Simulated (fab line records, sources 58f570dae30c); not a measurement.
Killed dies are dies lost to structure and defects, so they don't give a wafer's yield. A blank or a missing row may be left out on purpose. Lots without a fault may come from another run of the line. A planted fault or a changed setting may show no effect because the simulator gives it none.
fab line records | flow berkeley_cmos170
record lots=5 wafers=23
route steps=331 shown M1@245 V1@264 M2@276 V2@299 M3@310
start_h: hours from the record's first day to the start of the lot's first wafer shown | wait_h: hours since the lot's step before | " the same as in the row above | L1.1+2: a row that stands for several wafers | - no value, or no start given | * or withheld: withheld | < > ~ a bound
route shown NAME@n: a module of which the file shows steps, and the number in the route of the first | usual: mean/standard deviation of fault-free wafers | same: alike in all rows | chamber/n: place in a boat | sites: the reading at each site | _std_site: their standard deviation | _edge_site: outer sites' mean less inner sites' | radius_mm: how far each site lies from the wafer's centre | mask NAME#n: copy n | behind: the tool/chamber that last shaped the wafer | hold: why the lot was held/for how many hours/how that ended | device: the transistor (n, p or np) that didn't switch | end of line: the same wafers' tests at the end of the route | a step without rows: its recipe alone | killed: dies lost to structure and defects at the first sort, not the wafer's yield | map: a wafer's dies, x killed, . not, _ none there
set.NAME: the setting as run; set.NAME@STEP: as run at that earlier step | model.NAME: the simulator's own value behind a step, which no gauge read
lots whose settings were changed on purpose; a table a step, a row a wafer
## steps
# step UCB170_M1_PEB_07
# recipe peb_temp_c=130 peb_time_s=withheld resist=KrF
# columns lot.wafer tool chamber start_h wait_h set.peb_temp_c
L074.1+2+5 litho_track-02 0 169.66 0.2 130
L074.4+6 " 0 " " 127.2
L075.1+3+6 litho_track-01 0 185.07 0.1 130
L078.1+5 litho_track-04 0 200.00 0.1 130
L078.3+4+6 " 0 " " 127.4
L079.1+4 litho_track-02 0 202.07 0.1 130
L079.2+5+6 " 0 " " 127.2
L081.2+3+4+5+6 litho_track-01 0 222.44 0.1 130
# step UCB170_M1_DEVELOP_08
# recipe developer=TMAH develop_time_s=45 resist=KrF dev_temp_c=21
# step UCB170_M1_CD_MEAS_09
# recipe target_cd_nm=700
# usual cd_nm=699.8/1.2
# columns lot.wafer tool chamber start_h wait_h set.peb_temp_c@M1_PEB_07 cd_nm
L074.1 cd_sem-01 - 170.23 - 130 699.1
L074.2 " - " " 130 699.6
L074.4 " - " " 127.2 721.1
L074.5 " - " " 130 699.5
L074.6 " - " " 127.2 720.6
L075.1 cd_sem-01 - 185.48 - 130 699.5
L075.3 " - " " 130 700.0
L075.6 " - " " 130 699.5
L078.1 cd_sem-01 - 200.27 - 130 701.3
L078.3 " - " " 127.4 718.8
L078.4 " - " " 127.4 718.9
L078.5 " - " " 130 701.7
L078.6 " - " " 127.4 719.1
L079.1 cd_sem-01 - 202.34 - 130 697.2
L079.2 " - " " 127.2 719.8
L079.4 " - " " 130 697.8
L079.5 " - " " 127.2 720.4
L079.6 " - " " 127.2 718.9
L081.2 cd_sem-02 - 222.71 - 130 700.0
L081.3 " - " " 130 701.8
L081.4 " - " " 130 701.0
L081.5 " - " " 130 699.7
L081.6 " - " " 130 701.2
# step UCB170_M1_ETCH_11
# recipe chemistry=N2/H2 target_depth_a=withheld overetch_a=withheld target=BARC time_s=withheld source_w=500 bias_w=100 pressure_mtorr=30 n2_flow_sccm=100 h2_flow_sccm=200
# columns lot.wafer tool chamber start_h wait_h set.peb_temp_c@M1_PEB_07 model.M1.cd_nm
L074.1 rie_diel-03 1 170.39 0.0 130 699.8
L074.2 " 0 " " 130 699.9
L074.4+6 " 2,0 " " 127.2 720.7
L074.5 " 1 " " 130 700.8
L075.1 rie_diel-03 1 185.63 0.0 130 699.9
L075.3 " 2 " " 130 698.9
L075.6 " 1 " " 130 700.3
L078.1 rie_diel-04 3 200.43 0.0 130 699.7
L078.3 " 0 " " 127.4 719.4
L078.4 " 2 " " 127.4 719.7
L078.5 " 0 " " 130 702.1
L078.6 " 1 " " 127.4 718.4
L079.1 rie_diel-04 1 202.50 0.0 130 696.1
L079.2 " 3 " " 127.2 718.3
L079.4 " 0 " " 130 698.1
L079.5 " 3 " " 127.2 718.5
L079.6 " 2 " " 127.2 719.5
L081.2 rie_diel-03 1 222.84 0.0 130 700.6
L081.3 " 0 " " 130 701.9
L081.4 " 2 " " 130 701.6
L081.5 " 1 " " 130 700.5
L081.6 " 2 " " 130 701.8
# step UCB170_M1_METAL_ETCH_12
# recipe chemistry=Cl2/BCl3 target=Al stop_on=PSG pressure_mtorr=12 target_depth_a=7800 over_etch_frac=0.3 time_s=130 icp_w=600 bias_w=120 Cl2_flow_sccm=90 bcl3_flow_sccm=45
# columns lot.wafer tool chamber start_h wait_h set.peb_temp_c@M1_PEB_07 model.M1.cd_nm
L074.1 rie_metal-01 1 170.43 - 130 695.4
L074.2 " 0 " " 130 697.7
L074.4 " 1 " " 127.2 715.8
L074.5 " 1 " " 130 696.7
L074.6 " 0 " " 127.2 718
L075.1 rie_metal-04 1 185.67 - 130 701.8
L075.3 " 1 " " 130 700
L075.6 " 1 " " 130 701.7
L078.1 rie_metal-02 1 200.47 - 130 703.1
L078.3 " 0 " " 127.4 716.3
L078.4 " 1 " " 127.4 722.5
L078.5 " 1 " " 130 704.3
L078.6 " 0 " " 127.4 714.5
L079.1 rie_metal-02 1 202.54 - 130 697.2
L079.2 " 0 " " 127.2 714.7
L079.4 " 1 " " 130 699.8
L079.5 " 1 " " 127.2 721.6
L079.6 " 0 " " 127.2 715.5
L081.2 rie_metal-01 1 222.89 - 130 697.1
L081.3 " 0 " " 130 696.5
L081.4 " 1 " " 130 697.7
L081.5 " 1 " " 130 696
L081.6 " 0 " " 130 696.7
# step UCB170_M1_STRIP_13
# recipe chemistry=O2 power_w=400 pressure_mtorr=3500 platen_temp_c=withheld o2_flow_sccm=400 overash_fraction=0.5
# step UCB170_M1_CD_MEAS_90
# recipe target_cd_nm=700
# usual cd_nm=699/3.4
# columns lot.wafer tool chamber start_h wait_h set.peb_temp_c@M1_PEB_07 cd_nm
L074.1 cd_sem-01 - 170.83 0.2 130 695
L074.2 " - " " 130 698
L074.4 " - " " 127.2 716
L074.5 " - " " 130 697
L074.6 " - " " 127.2 718
L075.1 cd_sem-01 - 186.08 0.2 130 702
L075.3 " - " " 130 700
L075.6 " - " " 130 702
L078.1 cd_sem-01 - 200.70 0.1 130 703
L078.3 " - " " 127.4 716
L078.4 " - " " 127.4 723
L078.5 " - " " 130 704
L078.6 " - " " 127.4 715
L079.1 cd_sem-01 - 202.78 0.1 130 697
L079.2 " - " " 127.2 715
L079.4 " - " " 130 700
L079.5 " - " " 127.2 722
L079.6 " - " " 127.2 716
L081.2 cd_sem-02 - 223.14 0.1 130 697
L081.3 " - " " 130 696
L081.4 " - " " 130 698
L081.5 " - " " 130 696
L081.6 " - " " 130 696
# step UCB170_V1_PEB_10
# recipe peb_temp_c=130 peb_time_s=withheld resist=KrF
# columns lot.wafer tool chamber start_h wait_h set.peb_temp_c
L074.1+5+6 litho_track-02 0 178.14 0.4 133.5
L074.2+4 " 0 " " 130
L075.1+3+6 litho_track-03 0 189.82 0.1 130
L078.1+5+6 litho_track-03 0 204.07 0.4 132.1
L078.3+4 " 0 " " 130
L079.1+2+6 litho_track-03 0 208.17 0.3 126.6
L079.4+5 " 0 " " 130
L081.2+4+5 litho_track-03 0 227.12 0.1 130
L081.3+6 " 0 " " 132.6
# step UCB170_V1_DEVELOP_11
# recipe developer=TMAH develop_time_s=45 resist=KrF dev_temp_c=21
# step UCB170_V1_CD_MEAS_12
# recipe target_cd_nm=700
# usual cd_nm=700.1/0.99
# columns lot.wafer tool chamber start_h wait_h set.peb_temp_c@V1_PEB_10 cd_nm
L074.1 cd_sem-01 - 178.42 - 133.5 720.3
L074.2 " - " " 130 701.5
L074.4 " - " " 130 701.3
L074.5 " - " " 133.5 719.8
L074.6 " - " " 133.5 720.7
L075.1 cd_sem-02 - 190.10 - 130 700.1
L075.3 " - " " 130 699.3
L075.6 " - " " 130 699.8
L078.1 cd_sem-02 - 204.34 - 132.1 711.3
L078.3 " - " " 130 699.4
L078.4 " - " " 130 699.1
L078.5 " - " " 132.1 711.2
L078.6 " - " " 132.1 712.6
L079.1 cd_sem-02 - 208.45 - 126.6 675.1
L079.2 " - " " 126.6 674.6
L079.4 " - " " 130 699.8
L079.5 " - " " 130 699.8
L079.6 " - " " 126.6 674.7
L081.2 cd_sem-02 - 227.39 - 130 700.4
L081.3 " - " " 132.6 713.9
L081.4 " - " " 130 699.8
L081.5 " - " " 130 699.1
L081.6 " - " " 132.6 715.0
# step UCB170_V1_ETCH_14
# recipe chemistry=CHF3/CF4/Ar target=SiO2 stop_on=Al CHF3_flow_sccm=45 cf4_flow_sccm=15 Ar_flow_sccm=150 pressure_mtorr=200 rf_w=700 target_depth_a=12500 over_etch_frac=0.25 time_s=291
# columns lot.wafer tool chamber start_h wait_h set.over_etch_frac set.peb_temp_c@V1_PEB_10 model.V1.cd_nm
L074.1 rie_diel-01 0 178.57 0.0 0.25 133.5 718.6
L074.2 " 3 " " 0.2721 130 702.4
L074.4 " 2 " " 0.25 130 701.7
L074.5 " 3 " " 0.2721 133.5 721.4
L074.6 " 0 " " 0.2721 133.5 719.6
L075.1 rie_diel-03 0 190.25 0.0 0.25 130 700.5
L075.3 " 2 " " 0.25 130 700
L075.6 " 0 " " 0.25 130 700.2
L078.1 rie_diel-03 0 204.50 0.0 0.25 132.1 712
L078.3 " 3 " " 0.2254 130 700
L078.4 " 1 " " 0.25 130 700
L078.5 " 3 " " 0.25 132.1 711.1
L078.6 " 0 " " 0.2254 132.1 712.6
L079.1 rie_diel-03 3 208.60 0.0 0.2887 126.6 676
L079.2 " 0 " " 0.2887 126.6 674.6
L079.4 " 3 " " 0.25 130 700.5
L079.5 " 1 " " 0.25 130 700.8
L079.6 " 0 " " 0.25 126.6 674.6
L081.2 rie_diel-01 3 227.53 0.0 0.25 130 701.5
L081.3 " 0 " " 0.2311 132.6 712.5
L081.4 " 2 " " 0.25 130 701.3
L081.5 " 0 " " 0.2311 130 698.1
L081.6 " 3 " " 0.25 132.6 715.8
# step UCB170_V1_STRIP_15
# recipe chemistry=O2 power_w=400 pressure_mtorr=3500 platen_temp_c=withheld o2_flow_sccm=400 overash_fraction=0.5
# step UCB170_V1_CD_MEAS_90
# recipe target_cd_nm=700
# usual cd_nm=700.6/1.4
# columns lot.wafer tool chamber start_h wait_h set.peb_temp_c@V1_PEB_10 cd_nm
L074.1 cd_sem-01 - 178.85 0.1 133.5 718.7
L074.2 " - " " 130 702.2
L074.4 " - " " 130 701.7
L074.5 " - " " 133.5 721.8
L074.6 " - " " 133.5 719.8
L075.1 cd_sem-01 - 190.53 0.1 130 700.3
L075.3 " - " " 130 700.0
L075.6 " - " " 130 700.1
L078.1 cd_sem-02 - 204.78 0.1 132.1 712.2
L078.3 " - " " 130 699.9
L078.4 " - " " 130 699.9
L078.5 " - " " 132.1 711.1
L078.6 " - " " 132.1 712.4
L079.1 cd_sem-02 - 208.88 0.1 126.6 675.9
L079.2 " - " " 126.6 674.8
L079.4 " - " " 130 700.5
L079.5 " - " " 130 700.6
L079.6 " - " " 126.6 674.4
L081.2 cd_sem-01 - 227.83 0.1 130 701.5
L081.3 " - " " 132.6 712.5
L081.4 " - " " 130 701.3
L081.5 " - " " 130 697.8
L081.6 " - " " 132.6 716.0
# step UCB170_M2_COAT_05
# recipe resist=KrF spin_rpm=1500 resist_thk_nm=900
# columns lot.wafer tool chamber start_h wait_h set.resist_thk_nm model.KrF_of_M2_COAT_05.thk_nm
L074.1 litho_track-01 0 179.83 0.1 900 903.3
L074.2 " 0 " " 900 901.5
L074.4 " 0 " " 869.9 869.8
L074.5 " 0 " " 869.9 873
L074.6 " 0 " " 869.9 870.1
L075.1 litho_track-03 0 191.13 0.1 900 906.2
L075.3 " 0 " " 900 905.4
L075.6 " 0 " " 900 903.9
L078.1 litho_track-02 0 205.38 0.1 900 895.5
L078.3 " 0 " " 900 898.3
L078.4 " 0 " " 900 898.2
L078.5 " 0 " " 953.3 949.9
L078.6 " 0 " " 953.3 951.9
L079.1 litho_track-02 0 210.10 0.1 900 898.5
L079.2 " 0 " " 923.5 922.9
L079.4 " 0 " " 923.5 923.5
L079.5 " 0 " " 923.5 921.3
L079.6 " 0 " " 900 897.6
L081.2 litho_track-02 0 228.43 0.1 900 897.2
L081.3 " 0 " " 900 899.9
L081.4 " 0 " " 900 898.6
L081.5 " 0 " " 900 895.6
L081.6 " 0 " " 900 899.8
# step UCB170_M2_SOFTBAKE_06
# recipe resist=KrF temp_c=130 time_s=60
# step UCB170_M2_STRIP_07
# recipe chemistry=O2 power_w=400 pressure_mtorr=3500 platen_temp_c=withheld o2_flow_sccm=400 overash_fraction=0.5
# usual strip_time_to_endpoint_s=21.99/0.065
# columns lot.wafer tool chamber start_h wait_h set.resist_thk_nm@M2_COAT_05 strip_time_to_endpoint_s
L074.1 plasma_asher-04 0 180.13 0.1 900 22.04
L074.2 " 1 " " 900 22.01
L074.4 " 0 " " 869.9 21.25
L074.5 " 0 " " 869.9 21.32
L074.6 " 1 " " 869.9 21.24
L075.1 plasma_asher-04 0 191.43 0.1 900 22.10
L075.3 " 1 " " 900 22.09
L075.6 " 0 " " 900 22.08
L078.1 plasma_asher-03 1 205.68 0.1 900 21.86
L078.3 " 0 " " 900 21.92
L078.4 " 1 " " 900 21.92
L078.5 " 1 " " 953.3 23.16
L078.6 " 0 " " 953.3 23.20
L079.1 plasma_asher-03 1 210.40 0.1 900 21.94
L079.2 " 0 " " 923.5 22.51
L079.4 " 0 " " 923.5 22.54
L079.5 " 0 " " 923.5 22.46
L079.6 " 1 " " 900 21.91
L081.2 plasma_asher-03 1 228.71 0.1 900 21.90
L081.3 " 1 " " 900 21.95
L081.4 " 0 " " 900 21.93
L081.5 " 1 " " 900 21.86
L081.6 " 0 " " 900 21.96
# step UCB170_V2_COAT_07
# recipe resist=KrF spin_rpm=1500 resist_thk_nm=900
# columns lot.wafer tool chamber start_h wait_h set.spin_rpm model.KrF_of_V2_COAT_07.thk_nm
L074.1+5 litho_track-03 0 184.54 0.1 1405 929.3
L074.2 " 0 " " 1405 930
L074.4 " 0 " " 1500 900.2
L074.6 " 0 " " 1500 898.7
L075.1 litho_track-01 0 194.22 0.1 1500 894.8
L075.3 " 0 " " 1500 894.7
L075.6 " 0 " " 1500 895.4
L078.1 litho_track-01 0 210.64 0.1 1500 898
L078.3+6 " 0 " " 1500 899.7
L078.4 " 0 " " 1500 900.8
L078.5 " 0 " " 1500 897.9
L079.1 litho_track-01 0 215.06 0.1 1420 929.6
L079.2 " 0 " " 1420 930.1
L079.4 " 0 " " 1500 902.7
L079.5 " 0 " " 1420 929.8
L079.6 " 0 " " 1500 901.6
L081.2 litho_track-01 0 231.68 0.1 1500 903.6
L081.3 " 0 " " 1392 933.6
L081.4 " 0 " " 1500 900.6
L081.5 " 0 " " 1392 932.6
L081.6 " 0 " " 1392 936.6
# step UCB170_V2_SOFTBAKE_08
# recipe resist=KrF temp_c=130 time_s=60
# step UCB170_V2_EXPOSE_09
# recipe mask_id=VIA2 target_cd_nm=700 na=0.5 sigma_outer=0.6 source_shape=conventional dose_mj=37
# step UCB170_V2_ETCH_14
# recipe chemistry=CHF3/CF4/Ar target=SiO2 stop_on=Al CHF3_flow_sccm=45 cf4_flow_sccm=15 Ar_flow_sccm=150 pressure_mtorr=200 rf_w=700 target_depth_a=12500 over_etch_frac=0.25 time_s=291
# columns lot.wafer tool chamber start_h wait_h set.spin_rpm@V2_COAT_07 model.KrF_of_V2_COAT_07.thk_nm
L074.1 rie_diel-02 0 185.51 0.0 1405 630.6
L074.2 " 1 " " 1405 638.7
L074.4 " 3 " " 1500 615.4
L074.5 " 0 " " 1405 626.3
L074.6 " 1 " " 1500 605.4
L075.1 rie_diel-03 3 195.23 0.0 1500 604.1
L075.3 " 2 " " 1500 600.7
L075.6 " 2 " " 1500 601.6
L078.1 rie_diel-02 0 212.10 0.0 1500 601.7
L078.3 " 2 " " 1500 617.8
L078.4 " 1 " " 1500 612.7
L078.5+6 " 2,1 " " 1500 612.3
L079.1 rie_diel-03 2 215.91 0.0 1420 633.5
L079.2 " 0 " " 1420 645.9
L079.4+6 " 1,3 " " 1500 611.8
L079.5 " 2 " " 1420 634.2
L081.2 rie_diel-02 2 233.11 0.0 1500 615.9
L081.3 " 0 " " 1392 638.3
L081.4 " 3 " " 1500 614.7
L081.5 " 2 " " 1392 646.2
L081.6 " 3 " " 1392 651.2
# step UCB170_V2_STRIP_15
# recipe chemistry=O2 power_w=400 pressure_mtorr=3500 platen_temp_c=withheld o2_flow_sccm=400 overash_fraction=0.5
# usual strip_time_to_endpoint_s=15.28/0.15
# columns lot.wafer tool chamber start_h wait_h set.spin_rpm@V2_COAT_07 strip_time_to_endpoint_s
L074.1 plasma_asher-03 1 185.69 0.1 1405 15.80
L074.2 " 0 " " 1405 15.91
L074.4 " 1 " " 1500 15.43
L074.5 " 0 " " 1405 15.70
L074.6 " 1 " " 1500 15.20
L075.1 plasma_asher-02 1 195.40 0.1 1500 15.17
L075.3 " 1 " " 1500 15.09
L075.6 " 0 " " 1500 15.11
L078.1 plasma_asher-02 0 212.27 0.1 1500 15.11
L078.3 " 0 " " 1500 15.49
L078.4 " 1 " " 1500 15.37
L078.5 " 1 " " 1500 15.35
L078.6 " 0 " " 1500 15.35
L079.1 plasma_asher-02 1 216.09 0.1 1420 15.86
L079.2 " 0 " " 1420 16.09
L079.4 " 0 " " 1500 15.36
L079.5 " 0 " " 1420 15.89
L079.6 " 1 " " 1500 15.36
L081.2 plasma_asher-03 1 233.29 0.1 1500 15.45
L081.3 " 0 " " 1392 15.91
L081.4 " 1 " " 1500 15.42
L081.5 " 0 " " 1392 16.10
L081.6 " 1 " " 1392 16.22
# step UCB170_M3_SPUTTER_01
# recipe material=Al target_thk_nm=900 time_s=120 power_w=6000 chamber_pressure_pa=0.5
# columns lot.wafer tool chamber start_h wait_h set.time_s model.Al_of_M3_SPUTTER_01.thk_nm
L074.1 pvd_sputter-04 - 186.14 0.0 120 871
L074.2 " - " " 104.5 783.2
L074.4 " - " " 104.5 759.9
L074.5 " - " " 120 876.9
L074.6 " - " " 120 874.3
L075.1 pvd_sputter-02 - 195.69 0.0 120 896.6
L075.3 " - " " 120 900.8
L075.6 " - " " 120 913.7
L078.1 pvd_sputter-01 - 212.56 0.0 120 898.6
L078.3 " - " " 124.6 924.3
L078.4 " - " " 124.6 928.9
L078.5 " - " " 124.6 930.5
L078.6 " - " " 120 900
L079.1 pvd_sputter-04 - 216.38 0.0 120 875.7
L079.2 " - " " 126.3 930.5
L079.4 " - " " 120 881
L079.5 " - " " 126.3 925.4
L079.6 " - " " 126.3 929.9
L081.2 pvd_sputter-04 - 233.57 0.0 120 910.4
L081.3 " - " " 120 892.7
L081.4 " - " " 120 889.3
L081.5 " - " " 120 911.4
L081.6 " - " " 120 894.4
# step UCB170_M3_RS_MEAS_02
# recipe thk_meas_gauge=four-point-probe reads=Al_of_M3_SPUTTER_01
# usual M3_AL_RS=0.0323/0.00041
# columns lot.wafer tool chamber start_h wait_h set.time_s@M3_SPUTTER_01 M3_AL_RS[ohm/sq]
L074.1 film_metro-04 - 186.24 0.1 120 0.0332
L074.2 " - " " 104.5 0.0370
L074.4 " - " " 104.5 0.0381
L074.5 " - " " 120 0.0330
L074.6 " - " " 120 0.0331
L075.1 film_metro-01 - 195.77 0.0 120 0.0323
L075.3 " - " " 120 0.0321
L075.6 " - " " 120 0.0317
L078.1 film_metro-01 - 212.64 0.0 120 0.0323
L078.3 " - " " 124.6 0.0314
L078.4 " - " " 124.6 0.0312
L078.5 " - " " 124.6 0.0312
L078.6 " - " " 120 0.0322
L079.1 film_metro-04 - 216.46 0.0 120 0.0331
L079.2 " - " " 126.3 0.0310
L079.4 " - " " 120 0.0328
L079.5 " - " " 126.3 0.0313
L079.6 " - " " 126.3 0.0311
L081.2 film_metro-01 - 233.68 0.1 120 0.0318
L081.3 " - " " 120 0.0324
L081.4 " - " " 120 0.0326
L081.5 " - " " 120 0.0317
L081.6 " - " " 120 0.0324
# step UCB170_M3_THK_MEAS_03
# recipe thk_meas_gauge=xrf reads=Al_of_M3_SPUTTER_01
# usual M3_AL_THK=898/12
# columns lot.wafer tool chamber start_h wait_h set.time_s@M3_SPUTTER_01 M3_AL_THK[nm]
L074.1 film_metro-04 - 186.36 0.1 120 883
L074.2 " - " " 104.5 789
L074.4 " - " " 104.5 764
L074.5 " - " " 120 879
L074.6 " - " " 120 879
L075.1 film_metro-01 - 195.89 0.1 120 899
L075.3 " - " " 120 897
L075.6 " - " " 120 910
L078.1 film_metro-01 - 212.76 0.1 120 892
L078.3 " - " " 124.6 921
L078.4 " - " " 124.6 930
L078.5 " - " " 124.6 930
L078.6 " - " " 120 900
L079.1 film_metro-04 - 216.58 0.1 120 876
L079.2 " - " " 126.3 930
L079.4 " - " " 120 877
L079.5 " - " " 126.3 924
L079.6 " - " " 126.3 931
L081.2 film_metro-01 - 233.79 0.1 120 912
L081.3 " - " " 120 894
L081.4 " - " " 120 890
L081.5 " - " " 120 909
L081.6 " - " " 120 895
## key
split step=UCB170_M1_PEB_07 setting=peb_temp_c stated=130 by=wafer
response step=UCB170_M1_CD_MEAS_09 reading=cd_nm change=-9.7 per=1% r=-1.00
response step=UCB170_M1_ETCH_11 reading=model.M1.cd_nm change=-9.61 per=1% r=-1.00
response step=UCB170_M1_METAL_ETCH_12 reading=model.M1.cd_nm change=-8.46 per=1% r=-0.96
response step=UCB170_M1_CD_MEAS_90 reading=cd_nm change=-8.47 per=1% r=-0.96
split step=UCB170_V1_PEB_10 setting=peb_temp_c stated=130 by=wafer
response step=UCB170_V1_CD_MEAS_12 reading=cd_nm change=+8.01 per=1% r=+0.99
response step=UCB170_V1_ETCH_14 reading=model.V1.cd_nm change=+7.82 per=1% r=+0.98
response step=UCB170_V1_CD_MEAS_90 reading=cd_nm change=+7.87 per=1% r=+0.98
split step=UCB170_V1_ETCH_14 setting=over_etch_frac stated=0.25 by=wafer
response none clear
split step=UCB170_M2_COAT_05 setting=resist_thk_nm stated=900 by=wafer
response step=UCB170_M2_COAT_05 reading=model.KrF_of_M2_COAT_05.thk_nm change=+9.16 per=1% r=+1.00
response step=UCB170_M2_STRIP_07 reading=strip_time_to_endpoint_s change=* per=1% r=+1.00
split step=UCB170_V2_COAT_07 setting=spin_rpm stated=1500 by=wafer
response step=UCB170_V2_COAT_07 reading=model.KrF_of_V2_COAT_07.thk_nm change=-4.73 per=1% r=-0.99
response step=UCB170_V2_ETCH_14 reading=model.KrF_of_V2_COAT_07.thk_nm change=-4.08 per=1% r=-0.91
response step=UCB170_V2_STRIP_15 reading=strip_time_to_endpoint_s change=* per=1% r=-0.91
split step=UCB170_M3_SPUTTER_01 setting=time_s stated=120 by=wafer
response step=UCB170_M3_SPUTTER_01 reading=model.Al_of_M3_SPUTTER_01.thk_nm change=+8.12 per=1% r=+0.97
response step=UCB170_M3_RS_MEAS_02 reading=M3_AL_RS change=-0.000338 per=1% r=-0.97
response step=UCB170_M3_THK_MEAS_03 reading=M3_AL_THK change=+8.26 per=1% r=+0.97
